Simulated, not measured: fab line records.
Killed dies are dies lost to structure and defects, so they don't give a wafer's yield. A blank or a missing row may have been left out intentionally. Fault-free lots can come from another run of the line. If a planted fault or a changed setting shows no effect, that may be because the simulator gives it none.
Split-lot experiment | flow berkeleyCmos170 | 23 wafers read from 5 lots, route of 331 steps

== SPLIT DETAILS ==
At UCB170_BACKSIDE_STRIP_03 (strips in O2), the setting powerW was moved away from the recipe's 400 W on 9 of the 23 wafers read, by -8.4% to +5.7%. For the rest of the wafers, this setting stayed at what the recipe calls for.

The split's own step is where the reading is taken.

== THE READING ==
oesProductAu, in a.u., at UCB170_BACKSIDE_STRIP_03 (strips in O2). A value of 0.735 a.u. with a standard deviation of 0.005 a.u. is what fault-free wafers of this fab line usually give.

wafer  | tool, chamber at the split | powerW as run, W | against the recipe | oesProductAu, a.u. | against lot-mates on the recipe
L076.1 | plasmaAsher-04, 1          | 400              | recipe             | 0.741              | -
L076.2 | plasmaAsher-04, 0          | 400              | recipe             | 0.728              | -
L076.3 | plasmaAsher-04, 0          | 400              | recipe             | 0.725              | -
L076.5 | plasmaAsher-04, 1          | 367              | -8.3%              | 0.704              | -0.027
L076.6 | plasmaAsher-04, 0          | 367              | -8.3%              | 0.709              | -0.022
L077.1 | plasmaAsher-01, 1          | 366.4            | -8.4%              | 0.703              | -0.033
L077.2 | plasmaAsher-01, 0          | 400              | recipe             | 0.735              | -
L077.4 | plasmaAsher-01, 1          | 400              | recipe             | 0.738              | -
L077.5 | plasmaAsher-01, 1          | 366.4            | -8.4%              | 0.709              | -0.027
L077.6 | plasmaAsher-01, 0          | 400              | recipe             | 0.736              | -
L078.2 | plasmaAsher-01, 0          | 422.9            | +5.7%              | 0.753              | +0.015
L078.3 | plasmaAsher-01, 0          | 400              | recipe             | 0.741              | -
L078.4 | plasmaAsher-01, 1          | 400              | recipe             | 0.735              | -
L078.5 | plasmaAsher-01, 1          | 400              | recipe             | 0.739              | -
L078.6 | plasmaAsher-01, 0          | 422.9            | +5.7%              | 0.752              | +0.014
L081.2 | plasmaAsher-01, 0          | 400              | recipe             | 0.728              | -
L081.3 | plasmaAsher-01, 1          | 377              | -5.8%              | 0.709              | -0.024
L081.4 | plasmaAsher-01, 0          | 377              | -5.8%              | 0.716              | -0.017
L081.5 | plasmaAsher-01, 0          | 400              | recipe             | 0.738              | -
L081.6 | plasmaAsher-01, 1          | 377              | -5.8%              | 0.715              | -0.018
L084.3 | plasmaAsher-04, 0          | 400              | recipe             | 0.730              | -
L084.5 | plasmaAsher-04, 1          | 400              | recipe             | 0.741              | -
L084.6 | plasmaAsher-04, 0          | 400              | recipe             | 0.735              | -

FIT RESULTS
A straight line over all 23 wafers: oesProductAu changes by +0.00342 a.u. for each +1% of powerW; r = +0.95; the points scatter about the line by 0.0046 a.u.
The same after taking each lot's own level away (the mean of its wafers on the recipe; 23 wafers): +0.00315 a.u. for each +1%; r = +0.95; scatter 0.0043 a.u.
On that fit, the largest move of powerW shifts the reading by 0.026 a.u.
From 0.7313 to 0.7383 a.u.: that is the span of the lots' own levels, equal to 1.4 times the standard deviation above.
Hence the lot-to-lot level has little effect on the slope; both slopes agree.
Check: with one of the wafers moved furthest among these (-8.4%) left out of the fit, the line predicts -0.026 a.u. for it against its lot-mates. It came out at -0.0333 a.u. against them.
Tool readings at the split's step, against how far the setting was moved: oesProductAu r = +0.95; stripTimeToEndpointS r = -0.99.

== FURTHER SPLITS ON THESE WAFERS ==
These wafers also went through other splits before the reading. Each is held against what the fit with the lots' levels taken away leaves over:
other split on the same wafers  | wafers away from the commonest value | r with oesProductAu (lot level and that fit taken away)
UCB170_SACOX_OXIDATION_01 tempC | 10                                   | +0.16
UCB170_PVT_IMPLANT_07 doseCm2   | 9                                    | -0.02
UCB170_GATE_EXPOSE_09 doseMj    | 10                                   | -0.19
UCB170_PLDD_COAT_01 resistThkNm | 8                                    | +0.03
UCB170_NLDD_IMPLANT_08 doseCm2  | 10                                   | -0.06
UCB170_PSD_IMPLANT_08 doseCm2   | 7                                    | +0.12

== THE WHOLE CHAIN: every reading that the file lists as answering this split, in the file's order ==
step                     | what it does | reading              | change (the file's fit)                   | r (the file's)
UCB170_BACKSIDE_STRIP_03 | strips in O2 | oesProductAu         | +0.00321 a.u. for each +1% of the setting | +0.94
UCB170_BACKSIDE_STRIP_03 | strips in O2 | stripTimeToEndpointS | withheld for each +1% of the setting      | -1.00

== THE FILE'S OWN FIT ==
oesProductAu changes by +0.00321 a.u. for each +1% of powerW, r = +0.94.
